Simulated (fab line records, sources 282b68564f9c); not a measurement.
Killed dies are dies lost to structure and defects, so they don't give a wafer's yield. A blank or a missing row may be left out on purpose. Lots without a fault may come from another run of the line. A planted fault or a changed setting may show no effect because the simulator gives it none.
A struck lot beside a sound one | flow rit_cmos | 17 steps out of a route of 202
Sound: wafers L609.1, L609.4, L609.6. Struck: wafers L623.1, L623.3, L623.6. The cause comes at the end.
At each step with rows: each side's tool, then ch and its chambers, then its first start. Under that, the readings that differ: sound wafers | struck wafers | difference of the means | sigmas: that difference in standard deviations of wafers without a fault.
alike: readings whose means differ by less than 2 such deviations, and words and numbers that are the same on both sides. not compared: withheld readings, readings that some wafer has no value for, bounds like >300 that may hide the same value, and numbers for which the record gives no deviation and whose values overlap.
The two part at a step that has a row with sigmas, a row that says differs or no value, or rows on one side only. Numbers that don't overlap but have no deviation are shown without sigmas and don't part them. A reading that every wafer of one side lacks parts them only if that side has two wafers or more.

RIT_PWELL_TW_MEAS_10:
  sound on film_metro-01, day 3 01:39; struck on film_metro-01, day 5 22:17
  alike: PWELL_TW
then, 1 step without rows for these wafers: RIT_WELLDRIVE_ANNEAL_00 (time 14700 s).
RIT_WELLDRIVE_RS_MEAS_01: measures by four-point-probe.
  sound on film_metro-03, day 3 06:47; struck on film_metro-03, day 6 03:47
  alike: NWELL_RS
RIT_WELLDRIVE_RS_MEAS_02: measures by four-point-probe.
  sound on film_metro-03, day 3 06:55; struck on film_metro-03, day 6 03:54
  alike: PWELL_RS
then, 6 steps without rows for these wafers: RIT_NRETRO_HMDS_00 (prime time 60 s); RIT_NRETRO_COAT_01 (resist thk 1300 nm); RIT_NRETRO_SOFTBAKE_02 (time 60 s); RIT_NRETRO_EXPOSE_03 (exposes mask M4, target cd 43900 nm); RIT_NRETRO_PEB_04; RIT_NRETRO_DEVELOP_05 (develop time 68 s).
RIT_NRETRO_OVL_MEAS_06:
  sound on overlay-01, day 3 08:02; struck on overlay-01, day 6 05:04
  alike: NRETRO_OVL
then, 1 step without rows for these wafers: RIT_NRETRO_HARDBAKE_07 (time 120 s).
RIT_NRETRO_IMPLANT_08:
  sound on implanter-03 ch 0, day 3 08:19; struck on implanter-03 ch 0, day 6 05:25
  reading            | sound                           | struck                       | difference | sigmas
  dose_ions_cm2      | 1.0013e+13 9.982e+12 1.0003e+13 | 8.318e+12 8.31e+12 8.299e+12 | -1.690e+12 | -99 or more
  faraday_current_uA | 31.6 31.5 31.5                  | 26.2 26.3 26.1               | -5.3       | -8
  alike: beam_energy_keV
RIT_NRETRO_STRIP_09: strips in O2, time 180 s.
  sound on plasma_asher-04 ch 0,1, day 3 08:28; struck on plasma_asher-03 ch 1, day 6 05:34
  alike: drypump_motor_current_A
  not compared: rf_hours_counter_h
RIT_NRETRO_TW_MEAS_10:
  sound on film_metro-04, day 3 08:39; struck on film_metro-03, day 6 05:44
  reading   | sound          | struck      | difference | sigmas
  NRETRO_TW | 1048 1048 1049 | 973 970 969 | -78        | -8
then, 1 step without rows for these wafers: RIT_PRETRO_HMDS_00 (prime time 60 s).
RIT_M1_PROBE_99:
  sound on prober-02, day 4 14:19; struck on prober-01, day 7 10:32
  reading                                | sound             | struck            | difference | sigmas
  killed_at_contacts                     | 0 0 0             | 1 0 1             | +1         | +2
  model.etest.pmos_narrow.drive_ua_um    | 102.8 101.8 102   | 106.5 106.4 105.2 | +3.8       |
  model.etest.pmos_0p3.drive_ua_um       | 102.6 101.8 101.5 | 107.1 107.5 105.6 | +4.8       |
  model.etest.well_edge_left.line_ohm_um | 182.3 182.9 182.8 | 185.9 186.4 184.6 | +3.0       |
  alike: killed_at_front_end, killed_dies, killed_open, killed_short
  not compared: model.etest.pmos_0p3.r_on_ohm_um, model.etest.pmos_turned.drive_ua_um, model.etest.well_edge_right.line_ohm_um, model.etest.pmos_0p15.off_log10_a_um, model.etest.retro_edge_pmos.off_log10_a_um

WHERE THEY PART
First at RIT_NRETRO_IMPLANT_08; last, within this record, at RIT_M1_PROBE_99.

WHY: what the simulator had put in
Process parameter drift: implanter-03, from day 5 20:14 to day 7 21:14, at RIT_NRETRO_IMPLANT_08. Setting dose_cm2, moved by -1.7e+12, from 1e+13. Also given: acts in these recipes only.
